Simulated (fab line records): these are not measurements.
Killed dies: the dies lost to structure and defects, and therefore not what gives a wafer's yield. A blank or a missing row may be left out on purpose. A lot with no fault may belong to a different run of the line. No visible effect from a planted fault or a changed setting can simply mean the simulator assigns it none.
The tool behind it: which one? :: flow berkeleyCmos170 :: 6 lots with 18 wafers sampled at 3 steps, on a route of 331 steps

== WHAT THE GAUGES READ, wafer by wafer ==
UCB170_NSD_TW_MEAS_10.
lot: L278
measured: day 7 16:39
on: filmMetro-03
NSD_TW: 4173 4173 4174

lot: L281
measured: day 7 22:14
on: filmMetro-03
NSD_TW: 4155 4154 4175

lot: L282
measured: day 8 20:22
on: filmMetro-01
NSD_TW: 4161 4143 4137

lot: L286
measured: day 9 03:17
on: filmMetro-01
NSD_TW: 30 30 30

lot: L292
measured: day 10 09:38
on: filmMetro-04
NSD_TW: 4177 4138 4158

lot: L293
measured: day 10 13:47
on: filmMetro-03
NSD_TW: 4222 4223 4194

== EACH LOT AND THE TOOL THAT RAN IT (in order: tool; ch and the chambers of the sampled wafers; start) ==
lot: L278
UCB170_PSD_STRIP_09: plasmaAsher-02 ch 0, day 7 14:23
UCB170_NSD_STRIP_09: plasmaAsher-03 ch 1, day 7 16:32

lot: L281
UCB170_PSD_STRIP_09: plasmaAsher-01 ch 0,1, day 7 20:22
UCB170_NSD_STRIP_09: plasmaAsher-03 ch 0,1, day 7 22:09

lot: L282
UCB170_PSD_STRIP_09: plasmaAsher-02 ch 0,1, day 8 18:22
UCB170_NSD_STRIP_09: plasmaAsher-03 ch 0,1, day 8 20:16

lot: L286
UCB170_PSD_STRIP_09: plasmaAsher-02 ch 0,1, day 9 01:16
UCB170_NSD_STRIP_09: plasmaAsher-02 ch 0,1, day 9 03:11

lot: L292
UCB170_PSD_STRIP_09: plasmaAsher-04 ch 0,1, day 10 07:38
UCB170_NSD_STRIP_09: plasmaAsher-02 ch 0,1, day 10 09:33

lot: L293
UCB170_PSD_STRIP_09: plasmaAsher-04 ch 0,1, day 10 11:47
UCB170_NSD_STRIP_09: plasmaAsher-02 ch 0,1, day 10 13:40
- UCB170_PSD_STRIP_09: strips in O2.
- UCB170_NSD_STRIP_09: strips in O2.

== THE ANSWER, worked out from the rows above alone ==
Rule: usual is defined by the lots themselves. Put in order of their means at a reading, lots are off if they are a third of the lots or fewer, leave a main group of 4 or more, and stand apart from it by a gap of 3 or more times the standard deviation of the main group's means; of several such gaps the widest counts. A main group whose means are all the same, to the digits that the tables above print for the reading, isn't used. A lot without any number at a reading at which 4 lots or more have one is off too. Where the step has rows for the other lots, those lots are counted as sound.
Off: at UCB170_NSD_TW_MEAS_10 (NSD_TW), L286. Main group: mean 4170, sd 23.
A tool fits if, at a process step before that reading, it ran every lot that is off, and no sound lot after the first of them. The gauges at UCB170_NSD_TW_MEAS_10 are tried like those tools. Undecided on this evidence; 2 tools fit (plasmaAsher-02 at UCB170_PSD_STRIP_09, filmMetro-01 at UCB170_NSD_TW_MEAS_10).

== WHAT HAD BEEN PUT IN BY THE SIMULATOR ==
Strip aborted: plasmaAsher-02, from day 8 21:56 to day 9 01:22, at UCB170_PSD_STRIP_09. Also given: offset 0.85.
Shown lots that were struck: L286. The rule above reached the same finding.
